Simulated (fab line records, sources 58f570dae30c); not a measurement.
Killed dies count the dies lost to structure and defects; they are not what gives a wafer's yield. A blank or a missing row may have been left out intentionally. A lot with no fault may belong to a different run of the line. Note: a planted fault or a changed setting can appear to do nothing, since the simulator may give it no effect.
The tool behind it: which one? -- flow berkeley_cmos170 -- Sampling: 14 lots, 42 wafers, 4 of 331 route steps

== WHAT THE GAUGES READ, wafer by wafer ==
UCB170_GATE_THK_MEAS_02. Usual: GATE_OXIDE_THK 6.65 nm, standard deviation 0.13.
lot,measured,on,GATE_OXIDE_THK (nm),flag
L585,day 6 09:48,film_metro-02,6.32 6.29 6.54,
L586,day 6 09:55,film_metro-04,6.58 6.52 6.40,
L587,day 6 09:50,film_metro-02,6.55 6.58 6.56,
L588,day 7 10:35,film_metro-01,6.59 6.67 6.71,
L589,day 7 10:33,film_metro-04,6.59 6.69 6.67,
L590,day 7 10:37,film_metro-02,6.63 6.75 6.57,
L591,day 7 10:33,film_metro-02,6.66 6.64 6.72,
L592,day 8 05:19,film_metro-02,8.95 8.80 8.81,OFF
L593,day 8 05:23,film_metro-01,8.81 8.83 8.90,OFF
L594,day 8 05:19,film_metro-01,8.74 8.87 8.79,OFF
L598,day 9 04:40,film_metro-04,6.59 6.43 6.55,
L606,day 11 15:14,film_metro-04,6.61 6.60 6.60,
L607,day 11 15:10,film_metro-01,6.86 6.81 6.74,
L608,day 11 15:10,film_metro-04,6.76 6.79 6.89,

UCB170_SDANNEAL_RS_MEAS_03: the measuring method here is four-point-probe. Usual: NSD_RS 37.29 ohm/sq, standard deviation 0.069.
lot,measured,on,NSD_RS (ohm/sq),flag
L585,day 7 13:56,film_metro-04,37.37 37.36 37.34,
L586,day 7 14:29,film_metro-03,37.38 37.20 37.28,
L587,day 7 14:37,film_metro-04,37.32 37.24 37.42,
L588,day 8 14:25,film_metro-04,37.37 37.27 37.23,
L589,day 8 14:41,film_metro-03,37.22 37.22 37.31,
L590,day 8 15:33,film_metro-04,37.23 37.35 37.32,
L591,day 8 14:59,film_metro-01,37.29 37.22 37.27,
L592,day 9 10:22,film_metro-03,37.20 37.25 37.31,
L593,day 9 10:22,film_metro-04,37.37 37.22 37.24,
L594,day 9 10:28,film_metro-01,37.34 37.32 37.25,
L598,day 10 07:57,film_metro-04,37.21 37.34 37.33,
L606,day 13 00:31,film_metro-03,37.38 37.40 37.32,
L607,day 12 23:29,film_metro-04,37.21 37.29 37.22,
L608,day 13 00:31,film_metro-01,37.22 37.31 37.18,

== WHAT TOOL EACH LOT RAN ON (gives the tool, then ch and the chambers of the sampled wafers, and finally the start) ==
lot,UCB170_GATE_OXIDATION_01,UCB170_SDANNEAL_RTA_01
L585,"furnace-04 ch 0, day 6 08:17","rtp_anneal-02 ch 0, day 7 13:44"
L586,"furnace-04 ch 0, day 6 08:17","rtp_anneal-01 ch 0, day 7 14:17"
L587,"furnace-04 ch 0, day 6 08:17","rtp_anneal-02 ch 0, day 7 14:26"
L588,"furnace-01 ch 0, day 7 09:03","rtp_anneal-02 ch 0, day 8 14:13"
L589,"furnace-01 ch 0, day 7 09:03","rtp_anneal-01 ch 0, day 8 14:31"
L590,"furnace-01 ch 0, day 7 09:03","rtp_anneal-02 ch 0, day 8 15:22"
L591,"furnace-01 ch 0, day 7 09:03","rtp_anneal-02 ch 0, day 8 14:49"
L592,"furnace-01 ch 0, day 8 03:49","rtp_anneal-02 ch 0, day 9 10:11"
L593,"furnace-01 ch 0, day 8 03:49","rtp_anneal-01 ch 0, day 9 10:11"
L594,"furnace-01 ch 0, day 8 03:49","rtp_anneal-01 ch 0, day 9 10:17"
L598,"furnace-02 ch 0, day 9 03:10","rtp_anneal-02 ch 0, day 10 07:44"
L606,"furnace-01 ch 0, day 11 13:40","rtp_anneal-02 ch 0, day 13 00:19"
L607,"furnace-01 ch 0, day 11 13:40","rtp_anneal-02 ch 0, day 12 23:17"
L608,"furnace-01 ch 0, day 11 13:40","rtp_anneal-01 ch 0, day 13 00:19"
- UCB170_GATE_OXIDATION_01: target thk 6.6 nm, ox time 1800 s.
- UCB170_SDANNEAL_RTA_01: time 5 s.

== WHAT THE TOOLS THEMSELVES READ (means of the sampled wafers that have a number; where no wafer has one, the mark that the record gives instead) ==
UCB170_GATE_OXIDATION_01. Usual: tube_center_temp_C 849.99 C, standard deviation 0.073; zone_power_source_pct 22.1 %, standard deviation 1.3.
lot,tool,tube_center_temp_C (C),zone_power_source_pct (%),flag
L585,furnace-04,849.96,23.9,
L586,furnace-04,849.99,23.8,
L587,furnace-04,849.99,24.1,
L588,furnace-01,850.01,21.3,
L589,furnace-01,849.97,20.9,
L590,furnace-01,849.97,21.1,
L591,furnace-01,849.98,21.3,
L592,furnace-01,849.94,20.9,
L593,furnace-01,849.98,21.0,
L594,furnace-01,849.98,21.1,
L598,furnace-02,849.96,23.6,
L606,furnace-01,850.05,21.2,
L607,furnace-01,849.99,21.0,
L608,furnace-01,850.05,21.2,

UCB170_SDANNEAL_RTA_01. Usual: chamber_o2_ppm 2.000, standard deviation 0.022; lamp_power_pct 37 %, standard deviation 3.7; wafer_temp_C_max 1055.0, standard deviation 1.
lot,tool,chamber_o2_ppm,lamp_power_pct (%),wafer_temp_C_max,flag
L585,rtp_anneal-02,2.012,33,1055.2,
L586,rtp_anneal-01,2.006,41,1056.1,
L587,rtp_anneal-02,2.012,33,1056.6,
L588,rtp_anneal-02,1.976,33,1055.5,
L589,rtp_anneal-01,2.020,41,1054.6,
L590,rtp_anneal-02,2.000,33,1055.3,
L591,rtp_anneal-02,2.022,33,1054.9,
L592,rtp_anneal-02,1.990,33,1055.0,
L593,rtp_anneal-01,2.001,41,1056.8,
L594,rtp_anneal-01,1.989,41,1054.6,
L598,rtp_anneal-02,1.992,33,1054.4,
L606,rtp_anneal-02,2.021,33,1055.8,
L607,rtp_anneal-02,1.987,33,1056.4,
L608,rtp_anneal-01,1.993,41,1053.8,

== THE ANSWER, worked out from the rows above alone ==
Rule: a lot is off if the mean of its wafers that have a number lies more than 3 standard deviations from the usual mean. Also off: a lot with no number at a reading for which 4 or more lots have one. Any other lot the step has rows for is counted as sound. First the gauges in route order, then the tools' own readings, where a lot's mean is used as printed above. At the first step where some lot is off, the reading lying furthest off is the one used; lots without a number count as furthest.
Off: at UCB170_GATE_THK_MEAS_02 (GATE_OXIDE_THK), L592, L593, L594.
If a tool, at a process step before that reading, ran all the lots that are off and no sound lot after the first of them, it fits. Gauges at UCB170_GATE_THK_MEAS_02: tried the same way as those tools. Not one of the candidates tried fits.

== WHAT HAD BEEN PUT IN BY THE SIMULATOR ==
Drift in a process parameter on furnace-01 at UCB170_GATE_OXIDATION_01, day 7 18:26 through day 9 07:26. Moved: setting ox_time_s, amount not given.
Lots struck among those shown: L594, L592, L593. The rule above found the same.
